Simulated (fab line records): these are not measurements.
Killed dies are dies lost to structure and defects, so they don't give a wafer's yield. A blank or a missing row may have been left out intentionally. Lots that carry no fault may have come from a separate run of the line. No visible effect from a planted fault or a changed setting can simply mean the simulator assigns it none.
Comparing a struck lot with a sound one / flow rit-cmos / 15 steps out of a route of 202
Sound: the wafers L905.3, L905.5, L905.6. Wafers struck: L895.1, L895.2, L895.5. The cause comes at the end.
Each step with rows lists, per side, the tool, then ch with its chambers, then its first start. Under that, the readings that differ: sound wafers / struck wafers / difference of the means / sigmas: that difference in standard deviations of wafers without a fault.
alike: words and numbers the same on both sides, and readings whose means are apart by under 2 such deviations; not compared: readings that were withheld, readings missing a value for some wafer, numbers with overlapping values and no deviation given by the record, and bounds like >300 which may hide the same value.
Wherever a step has rows on one side only, a row that says differs or no value, or a row with sigmas, the two part there. When numbers do not overlap yet have no deviation, they are printed without sigmas and do not part them. A reading missing from all wafers of one side parts the sides only when that side holds two or more wafers.

first, 6 steps without rows for these wafers: RIT_CONTACT_HMDS_02 (prime time 60 s); RIT_CONTACT_COAT_03 (resist thk 1000 nm); RIT_CONTACT_SOFTBAKE_04 (time 60 s); RIT_CONTACT_EXPOSE_05 (exposes mask M11, target cd 1000 nm); RIT_CONTACT_PEB_06; RIT_CONTACT_DEVELOP_07 (develop time 120 s).
RIT_CONTACT_CD_MEAS_08: the cd target is 1000 nm.
  struck on cd-sem-02, day 4 12:54; sound on cd-sem-01, day 7 04:47
  alike: cd-nm
RIT_CONTACT_OVL_MEAS_09:
  struck on overlay-01, day 4 13:01; sound on overlay-01, day 7 04:52
  alike: CONTACT_OVL
then, 1 step without rows for these wafers: RIT_CONTACT_HARDBAKE_10 (time 60 s).
RIT_CONTACT_ETCH_11: etches SiO2 in CHF3/CF4/Ar, stops on TiSi2, target depth 480 nm, time 310.5 s.
  sound on rie-diel-04 ch 1,2, day 7 05:24; struck on rie-diel-04 ch 1,2,3, day 4 13:12
  alike: drypump-motor-current-A, oes-product-au, throttle-valve-pct
  not compared: rf-hours-counter-h
RIT_CONTACT_STRIP_12: strips in O2, time 180 s.
  sound on plasma-asher-01 ch 0,1, day 7 05:39; struck on plasma-asher-01 ch 0,1, day 4 13:24
  alike: drypump-motor-current-A
  not compared: rf-hours-counter-h
RIT_CONTACT_CD_MEAS_90: the cd target is 1000 nm.
  struck on cd-sem-02, day 4 13:34; sound on cd-sem-01, day 7 05:49
  alike: cd-nm
RIT_CONTACT_CLEAN_13: cleans in SC1, time 600 s.
  sound on wet-bench-04 ch 0, day 7 05:53; struck on wet-bench-03 ch 2, day 4 13:41
  no value came back on the struck wafers for bath-guard-temp-C (C), bath-heat-duty-pct (%); on the sound wafers bath-guard-temp-C (C) reads 74.7 74.3 74.4
then, 1 step without rows for these wafers: RIT_CONTACT_CLEAN_14 (cleans in SC2, time 600 s).
RIT_M1_PROBE_99:
  struck on prober-01, day 4 18:11; sound on prober-02, day 7 10:22
  alike: killed-at-front-end, killed-dies, killed-open, killed-short

## WHERE THEY PART
At RIT_CONTACT_CLEAN_13 and nowhere else, as far as this record goes. Later steps at which nothing parts them and some readings are alike: RIT_M1_PROBE_99.

WHY: what the simulator had put in
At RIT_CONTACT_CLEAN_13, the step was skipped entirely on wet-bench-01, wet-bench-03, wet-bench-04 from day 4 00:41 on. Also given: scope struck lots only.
